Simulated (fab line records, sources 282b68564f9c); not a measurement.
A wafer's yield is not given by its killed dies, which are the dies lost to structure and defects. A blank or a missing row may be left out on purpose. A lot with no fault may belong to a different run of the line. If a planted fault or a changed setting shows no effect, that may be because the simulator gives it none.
fab line records ; flow ritCmos
record: lots: 14; wafers: 42; lastDay: 7
route steps=202 shown ACTIVE@4 M1@202
lots untouched by any fault: they come from a run of this same line in which no faults occurred
startH: hours from the record's opening day to when the first of the lot's shown wafers began ; waitH: time in hours since the lot's previous step ; " the same as in the row above ; L1.1+2: several wafers, shown together as one row ; - no value, or no start was given ; * or withheld: withheld ; < > ~ a bound
route shown NAME@n: names a module that has steps shown in the file, with the first one's number in the route ; usual: mean/standard deviation taken from wafers without a fault ; same: alike in all rows ; chamber/n: place in a boat ; sites: per-site readings ; _std_site: standard deviation of those values ; _edge_site: outer sites' mean less inner sites' ; radiusMm: how far each site lies from the wafer's centre ; mask NAME#n: copy n ; behind: tool/chamber where the wafer was last shaped ; hold: what put the lot on hold/how long, in hours/how the hold closed ; device: transistor that didn't switch, given as n, p or np ; end of line: tests run on the same wafers once the route is complete ; where a step has no rows: the recipe by itself ; killed: the dies lost at the first sort to structure and to defects; this is not the yield of the wafer ; map: a wafer's dies, marking killed ones x, the rest . and places with no die _
set.NAME: setting as actually run; set.NAME@STEP: the setting as run at that earlier step ; model.NAME: the simulator's own value behind a step, which no gauge read
the route's steps for a sample of lots (tables are steps, rows are wafers)
== steps ==
step: RIT_ACTIVE_CVD_03
recipe: material: Si3N4; targetThkNm: 150; tempC: 810; precursor: SiH2Cl2/NH3; timeS: 1500; pressureMtorr: 300; sih2cl2FlowSccm: 60; nh3FlowSccm: 150
usual: nh3FlowSccm: 150.0/0.52; pressureMtorr: 300.0/0.69; spikeTcCentreC: 813.0/1.4; spikeTcLoadC: 834.6/1.6
lot.wafer;tool;chamber;startH;waitH;nh3FlowSccm;pressureMtorr;spikeTcCentreC;spikeTcLoadC
L101.2;lpcvd-02;1;12.18;0.0;149.5;301.1;812.3;835.2
L101.3;lpcvd-02;1;12.18;0.0;150.0;300.8;811.1;834.7
L101.6;lpcvd-02;1;12.18;0.0;149.3;301.1;810.2;835.1
L102.3;lpcvd-02;1;17.34;0.0;150.6;300.7;813.6;836.4
L102.5;lpcvd-02;1;17.34;0.0;150.0;300.3;811.2;835.2
L102.6;lpcvd-02;1;17.34;0.0;150.3;299.9;813.1;834.5
L103.2;lpcvd-01;0;22.16;0.1;150.8;300.4;812.0;835.6
L103.3;lpcvd-01;0;22.16;0.1;150.1;300.0;813.5;834.6
L103.5;lpcvd-01;0;22.16;0.1;149.7;300.6;812.6;835.6
L104.2;lpcvd-01;1;27.11;0.0;150.9;299.1;810.6;829.2
L104.3;lpcvd-01;1;27.11;0.0;149.7;299.3;812.1;831.1
L104.5;lpcvd-01;1;27.11;0.0;150.0;298.4;811.6;830.9
L105.1;lpcvd-01;1;32.50;0.1;-;-;-;-
L105.2;lpcvd-01;1;32.50;0.1;-;-;-;-
L105.5;lpcvd-01;1;32.50;0.1;-;-;-;-
L106.1;lpcvd-02;0;37.11;0.1;-;-;-;-
L106.5;lpcvd-02;0;37.11;0.1;-;-;-;-
L106.6;lpcvd-02;0;37.11;0.1;-;-;-;-
L108.4;lpcvd-02;0;47.11;0.0;150.2;301.6;813.5;835.4
L108.5;lpcvd-02;0;47.11;0.0;150.7;300.4;814.4;833.6
L108.6;lpcvd-02;0;47.11;0.0;150.2;300.5;815.3;836.1
L111.1;lpcvd-02;1;62.11;0.1;148.9;300.6;812.0;834.4
L111.3;lpcvd-02;1;62.11;0.1;149.6;300.8;812.7;835.1
L111.6;lpcvd-02;1;62.11;0.1;149.1;299.5;812.2;837.1
L116.2;lpcvd-02;1;87.11;0.0;149.0;300.0;814.1;834.7
L116.3;lpcvd-02;1;87.11;0.0;150.2;298.7;813.0;834.4
L116.5;lpcvd-02;1;87.11;0.0;149.8;299.1;812.6;835.5
L117.3;lpcvd-02;0;92.11;0.0;149.4;300.1;815.0;835.8
L117.5;lpcvd-02;0;92.11;0.0;149.6;300.3;815.2;835.6
L117.6;lpcvd-02;0;92.11;0.0;149.4;300.4;815.7;835.6
L118.1;lpcvd-01;0;97.11;0.1;149.7;300.2;813.9;834.5
L118.2;lpcvd-01;0;97.11;0.1;149.6;300.8;813.8;835.4
L118.4;lpcvd-01;0;97.11;0.1;149.4;300.4;812.8;835.4
L119.2;lpcvd-02;0;102.11;0.0;150.0;300.7;815.8;835.5
L119.4;lpcvd-02;0;102.11;0.0;150.4;299.3;812.8;834.5
L119.6;lpcvd-02;0;102.11;0.0;150.9;300.2;814.2;834.5
L120.1;lpcvd-01;0;107.11;0.1;150.8;300.3;810.1;835.7
L120.3;lpcvd-01;0;107.11;0.1;150.2;299.3;811.9;834.4
L120.5;lpcvd-01;0;107.11;0.1;149.6;299.4;813.1;835.5
L123.1;lpcvd-02;1;122.11;0.1;149.7;300.0;812.9;834.7
L123.3;lpcvd-02;1;122.11;0.1;149.5;300.6;812.9;835.7
L123.6;lpcvd-02;1;122.11;0.1;148.6;301.0;811.9;834.3
step: RIT_ACTIVE_CD_MEAS_90
recipe: targetCdNm: 1400
usual: cdNm: 1400.5/2.4
lot.wafer;tool;chamber;startH;waitH;cdNm
L101.2;cdSem-01;-;15.11;0.1;1398.4
L101.3;cdSem-01;-;15.11;0.1;1397.7
L101.6;cdSem-01;-;15.11;0.1;1396.8
L102.3;cdSem-01;-;20.41;0.1;1399.2
L102.5;cdSem-01;-;20.41;0.1;1399.4
L102.6;cdSem-01;-;20.41;0.1;1399.8
L103.2;cdSem-02;-;25.08;0.1;1399.4
L103.3;cdSem-02;-;25.08;0.1;1397.7
L103.5;cdSem-02;-;25.08;0.1;1399.5
L104.2;cdSem-01;-;30.04;0.1;1400.1
L104.3;cdSem-01;-;30.04;0.1;1401.1
L104.5;cdSem-01;-;30.04;0.1;1399.2
L105.1;cdSem-02;-;35.53;0.1;-
L105.2;cdSem-02;-;35.53;0.1;-
L105.5;cdSem-02;-;35.53;0.1;-
L106.1;cdSem-01;-;40.73;0.1;-
L106.5;cdSem-01;-;40.73;0.1;-
L106.6;cdSem-01;-;40.73;0.1;-
L108.4;cdSem-01;-;50.18;0.1;1400.5
L108.5;cdSem-01;-;50.18;0.1;1400.1
L108.6;cdSem-01;-;50.18;0.1;1401.1
L111.1;cdSem-01;-;65.14;0.1;1403.9
L111.3;cdSem-01;-;65.14;0.1;1403.1
L111.6;cdSem-01;-;65.14;0.1;1406.8
L116.2;cdSem-02;-;90.16;0.1;1398.4
L116.3;cdSem-02;-;90.16;0.1;1399.5
L116.5;cdSem-02;-;90.16;0.1;1400.4
L117.3;cdSem-02;-;95.08;0.1;1404.1
L117.5;cdSem-02;-;95.08;0.1;1401.1
L117.6;cdSem-02;-;95.08;0.1;1401.4
L118.1;cdSem-01;-;100.41;0.1;1402.1
L118.2;cdSem-01;-;100.41;0.1;1401.6
L118.4;cdSem-01;-;100.41;0.1;1401.8
L119.2;cdSem-01;-;105.75;0.1;1397.6
L119.4;cdSem-01;-;105.75;0.1;1398.2
L119.6;cdSem-01;-;105.75;0.1;1400.1
L120.1;cdSem-01;-;110.14;0.1;1398.9
L120.3;cdSem-01;-;110.14;0.1;1398.7
L120.5;cdSem-01;-;110.14;0.1;1401.4
L123.1;cdSem-02;-;125.23;0.1;1395.1
L123.3;cdSem-02;-;125.23;0.1;1397.9
L123.6;cdSem-02;-;125.23;0.1;1399.7
step: RIT_M1_PROBE_99
usual: killed_at_M0_to_M3: 0.0/0.12; killedAtContacts: 0.1/0.23; killedAtFrontEnd: 7/3.1; killedDies: 7/3.1; killedOnRim: 1.9/1.3; killedOpen: 3.4/2.1; killedShort: 3.5/2
same: grossDies: 264; killed_at_M4_up: 0; killedAtBackSide: 0; killedAtOther: 0
lot.wafer;tool;chamber;startH;waitH;killed_at_M0_to_M3;killedAtContacts;killedAtFrontEnd;killedDies;killedOnRim;killedOpen;killedShort
L104.2;prober-01;-;75.15;0.1;0;0;3;3;2;3;0
L104.3;prober-01;-;75.20;0.2;0;0;9;9;4;7;2
L104.5;prober-01;-;75.30;0.2;0;0;5;5;0;3;2
L105.1;prober-02;-;78.96;0.1;0;0;264;264;70;1;4
L105.2;prober-02;-;79.01;0.1;0;0;264;264;70;0;0
L105.5;prober-02;-;79.16;0.2;0;0;264;264;70;0;0
L106.1;prober-01;-;82.81;0.1;0;0;264;264;70;1;0
L106.5;prober-01;-;83.01;0.2;0;0;264;264;70;0;0
L106.6;prober-01;-;83.06;0.2;0;0;264;264;70;1;0
L118.1;prober-02;-;142.31;0.1;0;0;6;6;3;2;4
L118.2;prober-02;-;142.36;0.1;0;0;8;8;3;6;2
L118.4;prober-02;-;142.46;0.2;0;0;9;9;4;5;4
L119.2;prober-01;-;147.08;0.1;0;0;10;10;4;6;4
L119.4;prober-01;-;147.18;0.2;0;0;5;5;1;3;2
L119.6;prober-01;-;147.28;0.2;0;0;4;4;1;2;2
killed by level:class
L104.2 GATE:geometricParticle:open=2 REOX:geometricParticle:open=1
L104.3 FOX1:geometricParticle:open=2 GATE:geometricParticle:open=2 REOX:geometricParticle:open=2 FOX1:geometricParticle:short=1 SPACER:geometricParticle:open=1 SPACER:geometricParticle:short=1
L104.5 SILICIDE:geometricParticle:open=2 GATE:geometricParticle:short=1 REOX:geometricParticle:open=1 STARTING-WAFER:geometricParticle:short=1
L105.1 ACTIVE:lostPattern=257 SPACER:geometricParticle:short=2 GATE:geometricParticle:short=1 REOX:geometricParticle:short=1 SPACER:geometricParticle:open=1 NWELL:areaExpose=1 PRETRO:areaExpose=1
L105.2 ACTIVE:lostPattern=261 PLDD:areaExpose=1 NSD:areaExpose=1 NRETRO:areaExpose=1
L105.5 ACTIVE:lostPattern=263 PWELL:areaExpose=1
L106.1 ACTIVE:lostPattern=261 SILICIDE:geometricParticle:open=1 NSD:areaExpose=1 NLDD:areaExpose=1
L106.5 ACTIVE:lostPattern=263 GATE:areaExpose=1
L106.6 ACTIVE:lostPattern=263 SPACER:geometricParticle:open=1
L118.1 REOX:geometricParticle:short=2 FOX1:geometricParticle:open=1 FOX2:geometricParticle:short=1 GATE:geometricParticle:short=1 REOX:geometricParticle:open=1
L118.2 GATE:geometricParticle:open=4 SPACER:geometricParticle:open=2 FOX2:geometricParticle:short=1 GATE:geometricParticle:short=1
L118.4 SILICIDE:geometricParticle:open=3 GATE:geometricParticle:open=2 GATE:geometricParticle:short=2 FOX2:geometricParticle:short=1 SILICIDE:geometricParticle:short=1
L119.2 FOX1:geometricParticle:short=2 REOX:geometricParticle:open=2 SILICIDE:geometricParticle:open=2 FOX1:geometricParticle:open=1 FOX2:geometricParticle:short=1 GATE:geometricParticle:open=1 REOX:geometricParticle:short=1
L119.4 GATE:geometricParticle:open=2 FOX1:geometricParticle:short=1 GATE:geometricParticle:short=1 SPACER:geometricParticle:open=1
L119.6 GATE:geometricParticle:short=2 GATE:geometricParticle:open=1 SPACER:geometricParticle:open=1
== key ==
firstSign: step: RIT_ACTIVE_CVD_03; reading: toolRecord; direction: missing
effect: step: RIT_ACTIVE_CD_MEAS_90; reading: cdNm; direction: missing
effect: step: RIT_M1_PROBE_99; reading: killedDies; direction: up; sigmas: 82; usual: 7; struck: 264
metAt RIT_ACTIVE_CVD_03
struckLots L105,L106
laterRowsLeftOut L105.1,L105.2,L105.5,L106.1,L106.5,L106.6
testerLeftOut L105,L106
onsetBetween 27.11 32.50
fault: kind: skippedStepWhole; tool: lpcvd-01,lpcvd-02; chamber: -; onsetH: 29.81; steps: RIT_ACTIVE_CVD_03; scope: struckLotsOnly
testerLeftOut: of these lots the tester's yield and bins aren't shown, on N5 and GAA mostly nor the transistor test; their killed dies are dies lost to structure and defects alone, not to doping, threshold or leakage, so they don't give the yield
laterRowsLeftOut: the simulator's readings of these wafers behind a module that went badly wrong aren't trusted and aren't shown, but for the sort
